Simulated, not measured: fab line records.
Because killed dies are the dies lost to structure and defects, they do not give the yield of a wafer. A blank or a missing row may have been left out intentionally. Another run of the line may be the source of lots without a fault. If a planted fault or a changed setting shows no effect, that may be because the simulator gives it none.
fab line records	flow rit_cmos
[record] lots = 6	wafers = 18	last_day = 7
route steps=202 shown SILICIDE@167 CONTACT@168 M1@202
lots that met no fault: taken from a fault-free run of the same line
start_h: hours from the record's opening day to when the first of the lot's shown wafers began	wait_h: time in hours since the lot's previous step	" identical to the entry in the row above	L1.1+2: several wafers, shown together as one row	- no value, or no start was given	* or withheld: withheld	< > ~ a bound
route shown NAME@n: names a module that has steps shown in the file, with the first one's number in the route	usual: mean/standard deviation of fault-free wafers	same: alike in all rows	chamber/n: place in a boat	sites: the reading at each site	_std_site: standard deviation of those values	_edge_site: inner sites' mean taken away from outer sites' mean	radius_mm: for every site, how far away it sits from the centre of the wafer	mask NAME#n: copy n	behind: the tool/chamber that last shaped the wafer	hold: the reason the lot was held/the length of the hold in hours/how it ended	device: transistor that didn't switch, given as n, p or np	end of line: at the end of the route, the tests of the same wafers	for a step that has no rows: nothing shown but its recipe	killed: count of dies lost to structure and defects at first sort (not the wafer's yield)	map: a wafer's dies, marking killed ones x, the rest . and places with no die _
set.NAME: the setting the step ran with; set.NAME@STEP: the setting that earlier step ran with	model.NAME: the simulator's own value behind a step, which no gauge read
lots at selected steps of the route; one table per step, one row per wafer
services: the hour from which a tool's chamber was out of use, counted from the record's first day as start_h (under 0 if before that day), plus the number of hours and why
[[steps]]
[step RIT_SILICIDE_RTA_06]
[recipe] temp_c = 750	time_s = 10	idle_temp_c = 25	ramp_up_s = 5	ramp_down_s = 10	cool_to_c = 25	ambient = N2
[usual] wafer_temp_C_max = 755.1/1.4
lot.wafer	tool	chamber	start_h	wait_h	wafer_temp_C_max
L193.1	rtp_anneal-02	0	65.96	0.0	754.7
L193.3	"	0	"	"	754.3
L193.4	"	0	"	"	754.8
L195.3	rtp_anneal-02	0	79.38	0.0	753.6
L195.4	"	0	"	"	753.9
L195.6	"	0	"	"	753.9
L197.1	rtp_anneal-01	0	82.03	0.0	757.2
L197.3	"	0	"	"	760.1
L197.5	"	0	"	"	753.6
L206.1	rtp_anneal-02	0	128.59	0.0	754.0
L206.5	"	0	"	"	754.5
L206.6	"	0	"	"	755.2
L209.3	rtp_anneal-01	0	140.06	0.0	757.1
L209.4	"	0	"	"	754.1
L209.5	"	0	"	"	754.9
L212.3	rtp_anneal-02	0	157.09	0.0	754.7
L212.5	"	0	"	"	754.9
L212.6	"	0	"	"	754.6
[step RIT_CONTACT_CVD_00]
[recipe] material = SiO2	target_thk_nm = 400	precursor = TEOS	temp_c = 390	time_s = 61	rf_w = 400
[usual] heater_power_w = 314/45
lot.wafer	tool	chamber	start_h	wait_h	heater_power_w
L193.1	pecvd-03	2	66.02	0.1	368
L193.3	"	0	"	"	351
L193.4	"	1	"	"	260
L195.3	pecvd-04	0	79.42	0.0	267
L195.4	"	1	"	"	303
L195.6	"	0	"	"	280
L197.1	pecvd-02	2	82.10	0.1	297
L197.3	"	1	"	"	382
L197.5	"	0	"	"	281
L206.1	pecvd-02	0	128.66	0.1	323
L206.5	"	2	"	"	354
L206.6	"	0	"	"	243
L209.3	pecvd-02	0	140.10	0.0	273
L209.4	"	0	"	"	283
L209.5	"	2	"	"	254
L212.3	pecvd-03	0	157.14	0.0	315
L212.5	"	0	"	"	330
L212.6	"	1	"	"	233
[step RIT_CONTACT_THK_MEAS_01]
[recipe] reads = SiO2_of_CONTACT_CVD_00
[usual] CONTACT_TEOS_THK = 401/4.6
lot.wafer	tool	chamber	start_h	wait_h	CONTACT_TEOS_THK[nm]
L193.1	film_metro-02	-	66.07	0.0	394
L193.3	"	-	"	"	392
L193.4	"	-	"	"	406
L195.3	film_metro-01	-	79.49	0.0	392
L195.4	"	-	"	"	410
L195.6	"	-	"	"	404
L197.1	film_metro-01	-	82.15	0.0	392
L197.3	"	-	"	"	393
L197.5	"	-	"	"	403
L206.1	film_metro-01	-	128.71	0.0	399
L206.5	"	-	"	"	397
L206.6	"	-	"	"	408
L209.3	film_metro-02	-	140.17	0.0	396
L209.4	"	-	"	"	403
L209.5	"	-	"	"	395
L212.3	film_metro-01	-	157.21	0.0	400
L212.5	"	-	"	"	406
L212.6	"	-	"	"	408
[step RIT_CONTACT_HMDS_02]
[recipe] prime_time_s = 60	prime_temp_c = 140
[step RIT_CONTACT_COAT_03]
[recipe] resist = NOVOLAK	spin_rpm = 3250	resist_thk_nm = 1000
[step RIT_CONTACT_SOFTBAKE_04]
[recipe] resist = NOVOLAK	temp_c = 90	time_s = 60
[step RIT_CONTACT_EXPOSE_05]
[recipe] mask_id = M11	na = 0.6	source_shape = conventional	sigma_outer = 0.5	target_cd_nm = 1000	dose_mj = 250
[step RIT_CONTACT_PEB_06]
[recipe] resist = NOVOLAK	temp_c = withheld	time_s = withheld
[step RIT_CONTACT_DEVELOP_07]
[recipe] resist = NOVOLAK	develop_time_s = 120	dev_temp_c = 23
[step RIT_CONTACT_CD_MEAS_08]
[recipe] target_cd_nm = 1000
[usual] cd_nm = 999.8/2.2
lot.wafer	tool	chamber	start_h	wait_h	cd_nm
L193.1	cd_sem-02	-	67.10	-	998.9
L193.3	"	-	"	"	999.9
L193.4	"	-	"	"	999.5
L195.3	cd_sem-02	-	80.82	-	996.0
L195.4	"	-	"	"	995.9
L195.6	"	-	"	"	998.9
L197.1	cd_sem-02	-	83.18	-	998.6
L197.3	"	-	"	"	1000.0
L197.5	"	-	"	"	997.7
L206.1	cd_sem-02	-	129.73	-	997.5
L206.5	"	-	"	"	997.1
L206.6	"	-	"	"	997.2
L209.3	cd_sem-01	-	141.22	-	1003.6
L209.4	"	-	"	"	1002.2
L209.5	"	-	"	"	1001.7
L212.3	cd_sem-01	-	158.38	-	997.7
L212.5	"	-	"	"	999.0
L212.6	"	-	"	"	997.1
[step RIT_CONTACT_OVL_MEAS_09]
[usual] CONTACT_OVL = 0.0/1.3
lot.wafer	tool	chamber	start_h	wait_h	CONTACT_OVL[nm]
L193.1	overlay-01	-	67.22	0.1	1.3
L193.3	"	-	"	"	0.6
L193.4	"	-	"	"	1.6
L195.3	overlay-01	-	80.91	0.1	-1.6
L195.4	"	-	"	"	-2.2
L195.6	"	-	"	"	-1.7
L197.1	overlay-02	-	83.30	0.1	2.6
L197.3	"	-	"	"	1.5
L197.5	"	-	"	"	1.9
L206.1	overlay-02	-	129.85	0.1	-0.5
L206.5	"	-	"	"	0.3
L206.6	"	-	"	"	0.4
L209.3	overlay-01	-	141.31	0.1	1.3
L209.4	"	-	"	"	1.7
L209.5	"	-	"	"	2.1
L212.3	overlay-01	-	158.47	0.1	-0.7
L212.5	"	-	"	"	-0.3
L212.6	"	-	"	"	-1.1
[step RIT_CONTACT_HARDBAKE_10]
[recipe] resist = NOVOLAK	temp_c = 140	time_s = 60
[step RIT_CONTACT_ETCH_11]
[recipe] target_depth_a = 4800	over_etch_frac = 0.2	stop_on = TiSi2	chemistry = CHF3/CF4/Ar	target = SiO2	CHF3_flow_sccm = 50	cf4_flow_sccm = 10	Ar_flow_sccm = 100	O2_flow_sccm = 5	pressure_mtorr = 100	rf_w = 200	time_s = 320
[usual] cf4_flow_sccm = 10.000/0.03	drypump_motor_current_A = 5.8/0.5	mfc_ar_sccm = 100.0/0.32	oes_product_au = 0.990/0.013	rf_fwd_power_W = 199.6/0.62	throttle_valve_pct = 8.91/0.12
lot.wafer	tool	chamber	start_h	wait_h	cf4_flow_sccm	drypump_motor_current_A	mfc_ar_sccm	oes_product_au	rf_fwd_power_W	rf_hours_counter_h	throttle_valve_pct	model.NOVOLAK_of_CONTACT_COAT_03.thk_nm
L193.1	rie_diel-03	2	67.41	0.1	9.991	5.1	99.9	0.988	199.2	66	8.81	773.9
L193.3	"	3	"	"	9.978	6.6	100.4	0.983	200.9	15	8.98	766.2
L193.4	"	3	"	"	9.993	6.5	100.4	0.985	200.5	-	8.97	766
L195.3	rie_diel-03	1	81.09	0.1	9.998	5.5	99.8	0.988	299.4	146	8.69	746
L195.4	"	3	"	"	10.001	6.6	99.9	0.981	298.9	15	8.97	741.4
L195.6	"	3	"	"	10.015	6.5	100.4	0.975	299.4	-	8.99	737
L197.1	rie_diel-03	1	83.52	0.1	10.052	5.5	100.0	0.993	299.1	146	8.70	741.5
L197.3	"	0	"	"	10.012	5.0	100.0	0.978	300.3	31	8.92	741.8
L197.5	"	1	"	"	10.040	5.5	100.2	0.992	300.3	-	8.71	743.1
L206.1	rie_diel-04	3	130.04	0.1	9.996	6.3	99.9	1.011	199.9	97	8.88	770.6
L206.5	"	1	"	"	9.976	5.9	100.1	0.992	199.8	-	8.84	769.3
L206.6	"	2	"	"	9.964	6.0	99.7	0.981	199.9	-	9.13	770.2
L209.3	rie_diel-04	1	141.49	0.1	9.951	5.9	99.9	0.994	199.0	2	8.86	768
L209.4	"	2	"	"	10.027	6.1	100.0	0.993	199.5	-	9.15	768.9
L209.5	"	1	"	"	9.976	5.9	99.9	0.997	199.6	-	8.86	768.5
L212.3	rie_diel-03	0	158.65	0.1	9.993	5.0	100.6	0.974	199.0	32	8.92	769.4
L212.5	"	3	"	"	10.024	6.5	99.5	0.977	199.3	-	9.00	764.5
L212.6	"	1	"	"	9.987	5.5	99.9	0.990	198.6	-	8.70	773.7
[step RIT_CONTACT_STRIP_12]
[recipe] chemistry = O2	time_s = 180	resist = NOVOLAK	platen_temp_c = withheld	power_w = 500	pressure_mtorr = 4000	o2_flow_sccm = 4000
[usual] drypump_motor_current_A = 5.6/0.44
lot.wafer	tool	chamber	start_h	wait_h	drypump_motor_current_A	rf_hours_counter_h
L193.1	plasma_asher-03	1	67.60	0.1	5.5	29
L193.3	"	0	"	"	5.5	-
L193.4	"	1	"	"	5.5	-
L195.3	plasma_asher-03	1	81.34	0.2	5.5	-
L195.4	"	0	"	"	5.5	-
L195.6	"	1	"	"	5.5	-
L197.1	plasma_asher-03	0	83.71	0.1	5.5	31
L197.3	"	1	"	"	5.5	-
L197.5	"	0	"	"	5.5	-
L206.1	plasma_asher-03	1	130.23	0.1	5.5	36
L206.5	"	0	"	"	5.5	-
L206.6	"	1	"	"	5.5	-
L209.3	plasma_asher-04	1	141.74	0.2	5.3	-
L209.4	"	0	"	"	6.0	-
L209.5	"	1	"	"	5.3	-
L212.3	plasma_asher-04	1	158.90	0.2	5.3	-
L212.5	"	1	"	"	5.3	-
L212.6	"	0	"	"	6.0	-
[step RIT_M1_PROBE_99]
[usual] killed_at_contacts = 0.0/0.22	killed_at_front_end = 7/3.1	killed_dies = 7/3.1	killed_open = 3.5/2.2	killed_short = 3.3/1.9
[same] gross_dies = 264	killed_at_M0_to_M3 = 0	killed_at_M4_up = 0	killed_at_back_side = 0	killed_at_other = 0
lot.wafer	tool	chamber	start_h	wait_h	killed_at_contacts	killed_at_front_end	killed_dies	killed_open	killed_short	model.etest.antenna_contact.gate_log10_a_cm2	model.etest.nmos_0p15.junction_log10_a_um	model.etest.nmos_narrow.off_log10_a_um	model.etest.gate_end_array.leak_log10_a_um	model.etest.nmos_0p3.off_log10_a_um	model.etest.pmos_0p15.junction_log10_a_um	model.etest.contact_diode_array.leak_log10_a	model.etest.antenna_contact.vt_shift_v
L193.1	prober-02	-	72.44	0.1	0	8	8	6	2	-6.423	-13.64	-13.25	-12.8	-12.97	-13.7	-9.459	-0.01191
L193.3	prober-02	-	72.54	0.2	0	6	6	1	5	-6.175	-13.53	-13.22	-12.86	-13.04	-13.88	-9.528	-0.01254
L193.4	prober-02	-	72.59	0.2	1	3	4	1	3	-6.231	-13.68	-13.23	-12.94	-13.1	-13.9	-9.377	-0.01076
L195.3	prober-01	-	86.37	0.2	0	2	2	2	0	-4.634	-12.58	-12.56	-12.31	-12.53	-13.44	-9.259	-0.06373
L195.4	prober-01	-	86.42	0.2	0	2	2	1	1	-4.465	-12.54	-12.58	-12.38	-12.52	-13.39	-9.141	-0.06845
L195.6	prober-01	-	86.52	0.2	0	10	10	5	5	-4.508	-12.49	-12.45	-12.22	-12.44	-13.34	-9.042	-0.07015
L197.1	prober-01	-	88.63	0.1	0	9	9	5	4	-3.97	-12.58	-12.48	-12.15	-12.41	-13.39	-9.133	-0.0626
L197.3	prober-01	-	88.73	0.2	0	9	9	5	4	-4.23	-12.47	-12.41	-12.29	-12.4	-13.38	-8.913	-0.06327
L197.5	prober-01	-	88.83	0.2	0	9	9	3	6	-4.488	-12.68	-12.62	-12.4	-12.55	-13.39	-9.068	-0.05439
L206.1	prober-02	-	135.13	0.1	0	4	4	3	1	-5.795	-13.77	-13.16	-12.95	-13.07	-13.92	-9.389	-0.01376
L206.5	prober-02	-	135.33	0.2	0	8	8	2	6	-5.989	-13.36	-13.1	-12.71	-12.94	-13.74	-9.367	-0.01321
L206.6	prober-02	-	135.38	0.2	1	3	4	0	4	-5.824	-13.66	-12.99	-12.77	-12.96	-13.66	-9.542	-0.009818
L209.3	prober-01	-	146.74	0.2	0	7	7	3	4	-5.803	-13.58	-13.24	-12.77	-12.89	-13.83	-9.53	-0.01015
L209.4	prober-01	-	146.79	0.2	0	6	6	3	3	-6.147	-13.69	-13.18	-12.66	-12.86	-13.84	-9.52	-0.01318
L209.5	prober-01	-	146.84	0.2	0	9	9	4	5	-6.233	-13.57	-13.24	-12.71	-12.94	-13.92	-9.379	-0.01343
L212.3	prober-02	-	163.75	0.2	0	24	24	13	11	-5.816	-13.35	-13.18	-12.73	-12.96	-13.77	-9.421	-0.008863
L212.5	prober-02	-	163.85	0.2	0	17	17	12	5	-6.068	-13.39	-13.22	-12.8	-12.98	-13.78	-9.582	-0.01693
L212.6	prober-02	-	163.90	0.2	0	14	14	5	9	-6.012	-13.65	-13.11	-12.75	-12.91	-13.75	-9.456	-0.006644
// killed by level:class
L193.1 FOX1:geometric_particle:open=3 GATE:geometric_particle:open=1 GATE:geometric_particle:short=1 REOX:geometric_particle:open=1 REOX:geometric_particle:short=1 SILICIDE:geometric_particle:open=1
L193.3 GATE:geometric_particle:short=2 REOX:geometric_particle:short=2 ACTIVE:geometric_particle:open=1 FOX1:geometric_particle:short=1
L193.4 GATE:geometric_particle:short=2 FOX1:geometric_particle:short=1 CONTACT:geometric_particle:open=1
L195.3 REOX:geometric_particle:open=1 SPACER:geometric_particle:open=1
L195.4 GATE:geometric_particle:short=1 REOX:geometric_particle:open=1
L195.6 GATE:geometric_particle:short=4 GATE:geometric_particle:open=3 SILICIDE:geometric_particle:open=2 SPACER:geometric_particle:short=1
L197.1 GATE:geometric_particle:short=2 GATE:geometric_particle:open=2 SILICIDE:geometric_particle:open=2 FOX2:geometric_particle:short=1 REOX:geometric_particle:open=1 SILICIDE:geometric_particle:short=1
L197.3 GATE:geometric_particle:open=2 GATE:geometric_particle:short=2 FOX2:geometric_particle:open=1 REOX:geometric_particle:open=1 SPACER:geometric_particle:open=1 SPACER:geometric_particle:short=1 SILICIDE:geometric_particle:short=1
L197.5 FOX2:geometric_particle:short=3 GATE:geometric_particle:open=3 FOX1:geometric_particle:short=1 GATE:geometric_particle:short=1 REOX:geometric_particle:short=1
L206.1 FOX1:geometric_particle:open=1 GATE:geometric_particle:open=1 GATE:geometric_particle:short=1 SILICIDE:geometric_particle:open=1
L206.5 GATE:geometric_particle:short=4 FOX1:geometric_particle:short=1 FOX1:geometric_particle:open=1 SPACER:geometric_particle:open=1 SILICIDE:geometric_particle:short=1
L206.6 GATE:geometric_particle:short=1 SPACER:geometric_particle:short=1 SILICIDE:geometric_particle:short=1 CONTACT:geometric_particle:short=1
L209.3 FOX1:geometric_particle:open=2 REOX:geometric_particle:short=2 GATE:geometric_particle:open=1 SPACER:geometric_particle:short=1 SILICIDE:geometric_particle:short=1
L209.4 GATE:geometric_particle:short=2 GATE:geometric_particle:open=1 REOX:geometric_particle:short=1 REOX:geometric_particle:open=1 SPACER:geometric_particle:open=1
L209.5 REOX:geometric_particle:short=3 GATE:geometric_particle:short=2 GATE:geometric_particle:open=2 SPACER:geometric_particle:open=1 SILICIDE:geometric_particle:open=1
L212.3 SPACER:geometric_particle:open=6 GATE:geometric_particle:short=5 SPACER:geometric_particle:short=3 FOX1:geometric_particle:open=2 GATE:geometric_particle:open=2 REOX:geometric_particle:open=2 ACTIVE:geometric_particle:open=1 FOX1:geometric_particle:short=1
L212.5 FOX1:geometric_particle:open=4 GATE:geometric_particle:open=4 REOX:geometric_particle:short=3 GATE:geometric_particle:short=2 REOX:geometric_particle:open=2 FOX2:geometric_particle:open=1 SPACER:geometric_particle:open=1
L212.6 GATE:geometric_particle:short=6 GATE:geometric_particle:open=3 FOX1:geometric_particle:short=1 REOX:geometric_particle:open=1 REOX:geometric_particle:short=1 SPACER:geometric_particle:short=1 SPACER:geometric_particle:open=1
[[services]]
tool	chamber	start_h	hours	kind
pecvd-02	1	49.41	18.8	repair
rie_diel-03	1	60.53	17.7	repair
pecvd-03	-	61.59	0.7	repair
rie_diel-04	2	61.87	1.7	repair
pecvd-03	1	68.90	7.1	repair
rie_diel-04	1	74.37	-	clean
rie_diel-04	1	74.37	12.3	scheduled_down
rie_diel-04	1	74.37	12.3	vent_cycle
plasma_asher-04	-	99.22	2.8	pm
rie_diel-04	3	105.22	3.5	repair
plasma_asher-03	-	114.53	2.8	pm
pecvd-03	1	114.80	3.7	repair
pecvd-04	-	119.18	0.8	repair
rie_diel-03	2	119.95	2.7	repair
rie_diel-03	3	123.51	4.8	repair
rie_diel-04	0	132.72	22.1	repair
pecvd-03	-	146.69	6.0	pm
pecvd-03	-	154.54	1.4	repair
rie_diel-03	2	156.16	10.5	repair
[[key]]
[first_sign] step = RIT_CONTACT_ETCH_11	reading = rf_fwd_power_W	direction = up	sigmas = 99+	usual = 199.6	struck = 299.6
effect none on later readings
[model_effect] step = RIT_CONTACT_ETCH_11	value = NOVOLAK_of_CONTACT_COAT_03.thk_nm	without = 767.8	struck = 741.8
[model_effect] step = RIT_M1_PROBE_99	value = etest.antenna_contact.gate_log10_a_cm2	without = -5.831	struck = -4.382
met_at RIT_CONTACT_ETCH_11
struck_wafers L195.3,L195.4,L195.6,L197.1,L197.3,L197.5
tester_left_out L195,L197
onset_between 67.41 81.09
[fault] kind = process_parameter_drift	tool = rie_diel-03	chamber = -	onset_h = 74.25	steps = RIT_CONTACT_ETCH_11	channel = rf_w	offset = 100	shape = step	end_h = 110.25	acts_in = these_recipes_only	stated = 200
// tester_left_out: of these lots the tester's yield and bins aren't shown, on N5 and GAA mostly nor the transistor test; their killed dies are dies lost to structure and defects alone, not to doping, threshold or leakage, so they don't give the yield
